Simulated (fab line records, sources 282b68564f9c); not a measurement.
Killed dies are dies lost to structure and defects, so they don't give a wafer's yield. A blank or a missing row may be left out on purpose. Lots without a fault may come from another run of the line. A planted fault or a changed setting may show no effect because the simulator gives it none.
A struck lot beside a sound one | flow rit_cmos | 15 steps out of a route of 202
Sound: wafers L813.1, L813.2, L813.3. Struck: wafers L816.2, L816.4, L816.5. The cause comes at the end.
At each step with rows: each side's tool, then ch and its chambers, then its first start. Under that, the readings that differ: sound wafers | struck wafers | difference of the means | sigmas: that difference in standard deviations of wafers without a fault.
alike: readings whose means differ by less than 2 such deviations, and words and numbers that are the same on both sides. not compared: withheld readings, readings that some wafer has no value for, bounds like >300 that may hide the same value, and numbers for which the record gives no deviation and whose values overlap.
The two part at a step that has a row with sigmas, a row that says differs or no value, or rows on one side only. Numbers that don't overlap but have no deviation are shown without sigmas and don't part them. A reading that every wafer of one side lacks parts them only if that side has two wafers or more.

first, 1 step without rows for these wafers: RIT_GATE_HARDBAKE_18 (time 60 s).
RIT_GATE_ETCH_19: etches poly-Si in SF6/CHF3/O2, stops on SiO2, time 165 s, target depth 312.5 nm.
  sound on rie_si-01 ch 0,1,3, day 3 03:22; struck on rie_si-02 ch 0,1, day 3 18:40
  alike: drypump_motor_current_A, oes_product_au, throttle_valve_pct
  not compared: rf_hours_counter_h
RIT_GATE_STRIP_20: strips in O2, time 180 s.
  sound on plasma_asher-02 ch 0,1, day 3 03:28; struck on plasma_asher-02 ch 0,1, day 3 18:51
  alike: drypump_motor_current_A
  not compared: rf_hours_counter_h
RIT_GATE_CD_MEAS_90: target cd 150 nm.
  sound on cd_sem-02, day 3 03:39; struck on cd_sem-02, day 3 19:03
  alike: cd_nm
then, 4 steps without rows for these wafers: RIT_REOX_CLEAN_00 (cleans in SC1, time 600 s); RIT_REOX_CLEAN_01 (cleans in dHF, time 30 s); RIT_REOX_CLEAN_02 (cleans in SC2, time 600 s); RIT_REOX_OXIDATION_03 (target thk 25.2 nm, ox time 5580 s).
RIT_REOX_THK_MEAS_04:
  sound on film_metro-04, day 3 07:13; struck on film_metro-01, day 3 22:06
  alike: REOX_OXIDE_THK
then, 3 steps without rows for these wafers: RIT_NLDD_HMDS_00 (prime time 60 s); RIT_NLDD_COAT_01 (resist thk 1000 nm); RIT_NLDD_SOFTBAKE_02 (time 60 s).
RIT_NLDD_EXPOSE_03: exposes mask M7, target cd 40700 nm.
  sound on iline_stepper-01 ch 0, day 3 07:44; struck on iline_stepper-01 ch 0, day 3 22:46
  reading | sound          | struck                  | difference | sigmas
  mask    | M7#0 M7#0 M7#0 | M7_R1#0 M7_R1#0 M7_R1#0 | differs    |
then, 1 step without rows for these wafers: RIT_NLDD_PEB_04.
RIT_M1_PROBE_99:
  sound on prober-01, day 4 02:01; struck on prober-02, day 4 14:38
  reading                        | sound          | struck         | difference | sigmas
  model.etest.nldd.width_nm (nm) | 3197 3183 3171 | 3115 3113 3112 | -70        |
  alike: killed_at_contacts, killed_at_front_end, killed_dies, killed_open, killed_short

WHERE THEY PART
Only at RIT_NLDD_EXPOSE_03, within this record. Later steps at which nothing parts them and some readings are alike: RIT_M1_PROBE_99.

WHY: what the simulator had put in
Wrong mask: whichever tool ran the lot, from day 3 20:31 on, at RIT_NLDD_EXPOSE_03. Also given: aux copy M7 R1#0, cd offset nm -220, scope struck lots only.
